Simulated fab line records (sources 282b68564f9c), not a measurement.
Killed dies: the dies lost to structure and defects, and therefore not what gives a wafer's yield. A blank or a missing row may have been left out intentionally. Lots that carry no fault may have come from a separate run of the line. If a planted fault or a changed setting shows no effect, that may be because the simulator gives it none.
fab line records	flow ritCmos
record lots=6	wafers=18	lastDay=7
route steps=202 shown NLDD@160 SILICIDE@161 CONTACT@168 M1@202
lots that met no fault: from a run of the same line without faults
startH: the number of hours between the record's first day and the start of the first shown wafer of the lot	waitH: how many hours have passed since the lot's step before this one	" unchanged from the row above	L1.1+2: a row that stands for several wafers	- no value present, or no start provided	* or withheld: withheld	< > ~ a bound
route shown NAME@n: a module of which the file shows steps, and the number in the route of the first	usual: mean and standard deviation over wafers with no fault	same: alike in all rows	chamber/n: place in a boat	sites: each site's reading	_std_site: standard deviation of those values	_edge_site: the outer-site mean with the inner-site mean subtracted	radiusMm: how far each site lies from the wafer's centre	mask NAME#n: copy n	behind: tool/chamber where the wafer was last shaped	hold: why the lot was held/for how many hours/how that ended	device: the n, p or np transistor that did not switch	end of line: at the end of the route, the tests of the same wafers	a step given without rows: its recipe and nothing more	killed: count of dies lost to structure and defects at first sort (not the wafer's yield)	map: dies across one wafer; x = killed, . = not, _ = none there
set.NAME: the setting that was run; set.NAME@STEP: the one run at that earlier step	model.NAME: the simulator's own value behind a step, which no gauge read
lots at some steps of the route; a table a step, a row a wafer
services: from which hour (startH, from the record's first day; less than 0 if before it) a tool's chamber was out of use, for how many hours, and why
## steps
# step RIT_SDANNEAL_RS_MEAS_07
# recipe thkMeasGauge=four-point-probe
# usual NLDD_RS=151.6/0.53
lot.wafer	tool	chamber	startH	waitH	NLDD_RS[ohm/sq]
L223.3	filmMetro-01	-	81.06	0.1	151.4
L223.5	"	-	"	"	151.2
L223.6	"	-	"	"	151.0
L227.1	filmMetro-02	-	101.46	0.1	151.4
L227.3	"	-	"	"	151.5
L227.4	"	-	"	"	151.3
L235.1	filmMetro-03	-	137.69	0.1	152.1
L235.3	"	-	"	"	151.3
L235.4	"	-	"	"	151.5
L239.1	filmMetro-03	-	158.91	0.1	151.1
L239.3	"	-	"	"	152.1
L239.4	"	-	"	"	151.6
L240.2	filmMetro-01	-	162.97	0.1	151.5
L240.4	"	-	"	"	152.1
L240.5	"	-	"	"	151.6
L241.1	filmMetro-01	-	170.02	0.1	152.1
L241.3	"	-	"	"	152.4
L241.4	"	-	"	"	151.6
# step RIT_SILICIDE_WET_ETCH_00
# recipe chemistry=BOE	target=SiO2	targetDepthNm=14	timeS=15	dry=n2Spin	dilution=10:1	tempC=21.5
# step RIT_SILICIDE_SPUTTER_01
# recipe material=Ti	targetThkNm=30	powerW=350	chamberPressurePa=0.667	gas=Ar	timeS=240	substrateTempC=25
# usual cathodeDcPowerW=350.00/0.064	throttleValvePct=30.1/1
lot.wafer	tool	chamber	startH	waitH	cathodeDcPowerW	throttleValvePct
L223.3	pvdSputter-01	-	81.16	0.0	349.99	29.4
L223.5	"	-	"	"	350.09	29.6
L223.6	"	-	"	"	350.02	29.2
L227.1	pvdSputter-01	-	101.60	0.0	349.97	29.8
L227.3	"	-	"	"	349.97	29.4
L227.4	"	-	"	"	350.08	30.3
L235.1	pvdSputter-04	-	137.82	0.0	350.01	31.3
L235.3	"	-	"	"	350.02	29.9
L235.4	"	-	"	"	349.92	30.0
L239.1	pvdSputter-01	-	159.05	0.0	349.89	29.8
L239.3	"	-	"	"	349.92	29.6
L239.4	"	-	"	"	350.01	29.4
L240.2	pvdSputter-03	-	163.08	0.0	349.96	31.7
L240.4	"	-	"	"	349.94	29.2
L240.5	"	-	"	"	349.95	28.9
L241.1	pvdSputter-03	-	170.15	0.0	349.91	32.2
L241.3	"	-	"	"	350.03	31.1
L241.4	"	-	"	"	349.98	28.9
# step RIT_SILICIDE_RS_MEAS_02
# recipe thkMeasGauge=four-point-probe	reads=Ti_of_SILICIDE_SPUTTER_01
# usual SILICIDE_TI_RS=47.9/0.65
lot.wafer	tool	chamber	startH	waitH	SILICIDE_TI_RS[ohm/sq]
L223.3	filmMetro-04	-	81.35	0.1	47.6
L223.5	"	-	"	"	47.8
L223.6	"	-	"	"	47.9
L227.1	filmMetro-04	-	101.75	0.1	47.9
L227.3	"	-	"	"	47.9
L227.4	"	-	"	"	48.1
L235.1	filmMetro-04	-	137.97	0.1	47.8
L235.3	"	-	"	"	48.1
L235.4	"	-	"	"	47.6
L239.1	filmMetro-01	-	159.20	0.1	48.8
L239.3	"	-	"	"	47.4
L239.4	"	-	"	"	48.3
L240.2	filmMetro-03	-	163.25	0.1	48.0
L240.4	"	-	"	"	47.4
L240.5	"	-	"	"	47.6
L241.1	filmMetro-04	-	170.30	0.1	48.4
L241.3	"	-	"	"	47.7
L241.4	"	-	"	"	48.5
# step RIT_SILICIDE_THK_MEAS_03
# recipe thkMeasGauge=xrf	reads=Ti_of_SILICIDE_SPUTTER_01
# usual SILICIDE_TI_THK=29.6/0.33
lot.wafer	tool	chamber	startH	waitH	SILICIDE_TI_THK[nm]
L223.3	filmMetro-04	-	81.45	0.1	29.5
L223.5	"	-	"	"	29.6
L223.6	"	-	"	"	29.4
L227.1	filmMetro-04	-	101.87	0.1	29.5
L227.3	"	-	"	"	29.5
L227.4	"	-	"	"	29.4
L235.1	filmMetro-04	-	138.09	0.1	29.6
L235.3	"	-	"	"	29.5
L235.4	"	-	"	"	29.8
L239.1	filmMetro-01	-	159.32	0.1	29.1
L239.3	"	-	"	"	29.9
L239.4	"	-	"	"	29.5
L240.2	filmMetro-03	-	163.36	0.1	29.6
L240.4	"	-	"	"	29.7
L240.5	"	-	"	"	29.7
L241.1	filmMetro-04	-	170.42	0.1	29.5
L241.3	"	-	"	"	29.9
L241.4	"	-	"	"	29.6
# step RIT_SILICIDE_RTA_04
# recipe tempC=650	timeS=10	idleTempC=25	rampUpS=5	rampDownS=5	coolToC=25	ambient=N2
# usual wafer_temp_C_max=654.5/0.91
lot.wafer	tool	chamber	startH	waitH	wafer_temp_C_max
L223.3	rtpAnneal-01	0	81.51	0.1	655.3
L223.5	"	0	"	"	654.2
L223.6	"	0	"	"	654.0
L227.1	rtpAnneal-01	0	101.93	0.1	653.8
L227.3	"	0	"	"	654.1
L227.4	"	0	"	"	653.8
L235.1	rtpAnneal-01	0	138.15	0.1	653.5
L235.3	"	0	"	"	652.7
L235.4	"	0	"	"	653.7
L239.1	rtpAnneal-01	0	159.38	0.1	653.6
L239.3	"	0	"	"	652.7
L239.4	"	0	"	"	653.6
L240.2	rtpAnneal-02	0	163.43	0.1	654.9
L240.4	"	0	"	"	655.5
L240.5	"	0	"	"	654.2
L241.1	rtpAnneal-01	0	170.48	0.1	654.5
L241.3	"	0	"	"	654.5
L241.4	"	0	"	"	654.4
# step RIT_SILICIDE_WET_ETCH_05
# recipe chemistry=SPM	target=Ti	tempC=90	timeS=120	dry=n2Spin
# step RIT_SILICIDE_RTA_06
# recipe tempC=750	timeS=10	idleTempC=25	rampUpS=5	rampDownS=10	coolToC=25	ambient=N2
# usual wafer_temp_C_max=755.3/1.1
lot.wafer	tool	chamber	startH	waitH	wafer_temp_C_max
L223.3	rtpAnneal-02	0	81.62	0.0	754.7
L223.5	"	0	"	"	754.7
L223.6	"	0	"	"	754.4
L227.1	rtpAnneal-02	0	102.04	0.0	754.1
L227.3	"	0	"	"	756.2
L227.4	"	0	"	"	755.2
L235.1	rtpAnneal-02	0	138.26	0.0	755.8
L235.3	"	0	"	"	755.5
L235.4	"	0	"	"	756.6
L239.1	rtpAnneal-02	0	159.48	0.0	754.1
L239.3	"	0	"	"	755.7
L239.4	"	0	"	"	755.4
L240.2	rtpAnneal-01	0	163.53	0.0	756.9
L240.4	"	0	"	"	754.7
L240.5	"	0	"	"	756.7
L241.1	rtpAnneal-02	0	170.59	0.0	753.5
L241.3	"	0	"	"	755.8
L241.4	"	0	"	"	755.9
# step RIT_CONTACT_CVD_00
# recipe material=SiO2	targetThkNm=400	precursor=TEOS	tempC=390	timeS=61	rfW=400
# usual heaterPowerW=352/57
lot.wafer	tool	chamber	startH	waitH	heaterPowerW
L223.3	pecvd-02	2	81.66	0.0	412
L223.5	"	1	"	"	270
L223.6	"	0	"	"	468
L227.1	pecvd-03	1	102.10	0.1	344
L227.3	"	2	"	"	285
L227.4	"	2	"	"	282
L235.1	pecvd-02	2	138.33	0.1	426
L235.3	"	1	"	"	307
L235.4	"	1	"	"	327
L239.1	pecvd-03	0	159.55	0.1	289
L239.3	"	1	"	"	356
L239.4	"	0	"	"	295
L240.2	pecvd-01	1	163.59	0.0	335
L240.4	"	2	"	"	408
L240.5	"	1	"	"	344
L241.1	pecvd-02	0	170.66	0.1	416
L241.3	"	2	"	"	381
L241.4	"	0	"	"	434
# step RIT_CONTACT_THK_MEAS_01
# recipe reads=SiO2_of_CONTACT_CVD_00
# usual CONTACT_TEOS_THK=401/5
lot.wafer	tool	chamber	startH	waitH	CONTACT_TEOS_THK[nm]
L223.3	filmMetro-01	-	81.73	0.0	395
L223.5	"	-	"	"	401
L223.6	"	-	"	"	408
L227.1	filmMetro-02	-	102.15	0.0	392
L227.3	"	-	"	"	398
L227.4	"	-	"	"	400
L235.1	filmMetro-04	-	138.38	0.0	393
L235.3	"	-	"	"	395
L235.4	"	-	"	"	401
L239.1	filmMetro-01	-	159.60	0.0	406
L239.3	"	-	"	"	401
L239.4	"	-	"	"	412
L240.2	filmMetro-01	-	163.65	0.0	397
L240.4	"	-	"	"	395
L240.5	"	-	"	"	399
L241.1	filmMetro-01	-	170.71	0.0	401
L241.3	"	-	"	"	395
L241.4	"	-	"	"	404
# step RIT_CONTACT_HMDS_02
# recipe primeTimeS=60	primeTempC=140
# step RIT_CONTACT_COAT_03
# recipe resist=NOVOLAK	spinRpm=3250	resistThkNm=1000
# step RIT_CONTACT_SOFTBAKE_04
# recipe resist=NOVOLAK	tempC=90	timeS=60
# usual exhaustPa=45.1/0.98	heaterPowerTotalW=34.56/0.053	plateTempC=89.99/0.11
lot.wafer	tool	chamber	startH	waitH	exhaustPa	heaterPowerTotalW	plateTempC
L223.3	lithoTrack-01	0	82.12	0.1	45.4	35.55	91.78
L223.5	"	0	"	"	44.4	35.51	91.79
L223.6	"	0	"	"	45.3	35.50	91.73
L227.1	lithoTrack-01	0	102.72	0.1	45.7	35.47	91.61
L227.3	"	0	"	"	45.0	35.45	91.63
L227.4	"	0	"	"	45.2	35.47	91.73
L235.1	lithoTrack-03	0	138.74	0.1	46.2	34.61	90.24
L235.3	"	0	"	"	45.2	34.50	90.03
L235.4	"	0	"	"	44.3	34.48	89.91
L239.1	lithoTrack-04	0	159.96	0.1	45.2	34.46	90.11
L239.3	"	0	"	"	44.6	34.57	89.92
L239.4	"	0	"	"	43.8	34.57	89.97
L240.2	lithoTrack-03	0	164.02	0.1	43.9	34.63	90.02
L240.4	"	0	"	"	43.4	34.44	90.05
L240.5	"	0	"	"	43.9	34.60	90.11
L241.1	lithoTrack-01	0	171.07	0.1	47.7	34.56	89.96
L241.3	"	0	"	"	47.8	34.53	90.08
L241.4	"	0	"	"	46.0	34.54	90.06
# step RIT_CONTACT_EXPOSE_05
# recipe maskId=M11	na=0.6	sourceShape=conventional	sigmaOuter=0.5	targetCdNm=1000	doseMj=250
# step RIT_M1_PROBE_99
# usual killedAtContacts=0.0/0.22	killedAtFrontEnd=6.6/3	killedDies=6.6/3	killedOpen=3.4/2	killedShort=3.2/2
# same grossDies=264	killed_at_M0_to_M3=0	killed_at_M4_up=0	killedAtBackSide=0	killedAtOther=0
lot.wafer	tool	chamber	startH	waitH	killedAtContacts	killedAtFrontEnd	killedDies	killedOpen	killedShort
L223.3	prober-02	-	88.14	0.2	0	5	5	2	3
L223.5	prober-02	-	88.24	0.2	0	5	5	2	3
L223.6	prober-02	-	88.29	0.2	0	4	4	4	0
L235.1	prober-01	-	144.57	0.1	0	6	6	3	3
L235.3	prober-01	-	144.67	0.2	0	5	5	4	1
L235.4	prober-01	-	144.72	0.2	0	6	6	5	1
L239.1	prober-01	-	165.80	0.1	0	3	3	2	0
L239.3	prober-01	-	165.90	0.2	0	3	3	0	2
L239.4	prober-01	-	165.95	0.2	0	1	1	1	0
L240.2	prober-02	-	170.12	0.1	0	9	9	3	6
L240.4	prober-02	-	170.22	0.2	0	6	6	4	2
L240.5	prober-02	-	170.27	0.2	0	8	8	3	5
# killed by level:class
L223.3 GATE:geometricParticle:open=1 GATE:geometricParticle:short=1 REOX:geometricParticle:short=1 SPACER:geometricParticle:short=1 SPACER:geometricParticle:open=1
L223.5 GATE:geometricParticle:short=3 FOX1:geometricParticle:open=1 FOX2:geometricParticle:open=1
L223.6 FOX1:geometricParticle:open=1 GATE:geometricParticle:open=1 REOX:geometricParticle:open=1 SILICIDE:geometricParticle:open=1
L235.1 REOX:geometricParticle:open=2 FOX1:geometricParticle:open=1 FOX2:geometricParticle:short=1 GATE:geometricParticle:short=1 REOX:geometricParticle:short=1
L235.3 REOX:geometricParticle:open=2 FOX1:geometricParticle:open=1 GATE:geometricParticle:open=1 REOX:geometricParticle:short=1
L235.4 FOX1:geometricParticle:open=2 FOX1:geometricParticle:short=1 GATE:geometricParticle:open=1 REOX:geometricParticle:open=1 SPACER:geometricParticle:open=1
L239.1 GATE:geometricParticle:open=1 SPACER:geometricParticle:open=1 NSD:coatMicrobubblePrinted=1
L239.3 REOX:geometricParticle:short=1 SILICIDE:geometricParticle:short=1 NSD:coatMicrobubblePrinted=1
L239.4 GATE:geometricParticle:open=1
L240.2 GATE:geometricParticle:short=3 GATE:geometricParticle:open=2 FOX1:geometricParticle:open=1 FOX1:geometricParticle:short=1 FOX2:geometricParticle:short=1 SPACER:geometricParticle:short=1
L240.4 GATE:geometricParticle:open=2 SILICIDE:geometricParticle:open=2 SPACER:geometricParticle:short=1 SILICIDE:geometricParticle:short=1
L240.5 GATE:geometricParticle:short=3 SPACER:geometricParticle:open=2 FOX1:geometricParticle:short=1 GATE:geometricParticle:open=1 SILICIDE:geometricParticle:short=1
## services
tool	chamber	startH	hours	kind
pecvd-02	-	58.59	1.1	repair
pvdSputter-04	-	72.00	0.6	repair
pecvd-03	0	81.09	6.3	repair
pecvd-01	-	123.95	1.8	repair
pecvd-01	0	138.27	3.9	repair
pvdSputter-04	-	142.90	2.7	repair
pecvd-02	-	143.86	1.5	repair
## key
firstSign step=RIT_CONTACT_SOFTBAKE_04	reading=heaterPowerTotalW	direction=up	sigmas=18	usual=34.56	struck=35.49
effect step=RIT_CONTACT_SOFTBAKE_04	reading=plateTempC	direction=up	sigmas=16	usual=*	struck=*
metAt RIT_CONTACT_SOFTBAKE_04
struckWafers L223.3,L223.5,L223.6,L227.1,L227.3,L227.4
testerLeftOut L223,L227
loopTrim step=RIT_CONTACT_EXPOSE_05	setting=dose	lots=L227
fault kind=processParameterDrift	tool=lithoTrack-01	chamber=-	onsetH=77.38	steps=RIT_CONTACT_SOFTBAKE_04	channel=tempC	offset=*	shape=step	endH=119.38	actsIn=*	stated=*
# testerLeftOut: of these lots the tester's yield and bins aren't shown, on N5 and GAA mostly nor the transistor test; their killed dies are dies lost to structure and defects alone, not to doping, threshold or leakage, so they don't give the yield
# loopTrim: a control loop set the setting to another value than it would have without faults
